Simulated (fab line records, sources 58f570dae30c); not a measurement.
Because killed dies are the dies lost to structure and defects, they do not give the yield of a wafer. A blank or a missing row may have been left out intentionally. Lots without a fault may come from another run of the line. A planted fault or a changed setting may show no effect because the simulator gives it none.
Chamber matching | flow berkeley cmos170 | UCB170_V1_CMP_02 on cmp-01 has 4 sister chambers
The step polishes SiO2. 4 wafers are shown with their chamber, then 7 later ones without.

WAFERS WITH THEIR CHAMBER
wafer  | chamber | motor current A (A)
L128.1 | 2       | 13.9
L128.6 | 1       | 18.3
L130.1 | 3       | 15.8
L130.3 | 0       | 16.7

WAFERS WITH NO CHAMBER GIVEN
wafer  | motor current A (A)
L130.5 | 13.5
L133.3 | 16.4
L133.4 | 13.4
L133.5 | 18.4
L134.1 | 13.6
L134.2 | 17.3
L134.3 | 17.1

CHAMBER TAKEN BY EACH
wafer  | from the rows above     | in truth
L130.5 | 2                       | 2
L133.3 | can't be placed: 0 or 3 | 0
L133.4 | 2                       | 2
L133.5 | 1                       | 1
L134.1 | 2                       | 2
L134.2 | can't be placed: 0 or 1 | 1
L134.3 | can't be placed: 0 or 1 | 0
Correctly placed: 4 of 7. From these rows, 3 cannot be placed; in 3 the true chamber is one of the candidates. Wrongly placed: 0.
How it was worked out, from the rows above alone: a wafer's distance from a chamber is the root of the sum, over the readings, of the square of ((its reading less the chamber's mean) divided by the reading's scatter). The wafer belongs to the nearest chamber; if the next one is less than 2 further off, it can't be placed. For every chamber, the mean is computed from those of its wafers that are shown. The scatter: root of mean squared gap, hidden wafer to nearest shown wafer, with one shown wafer a chamber.
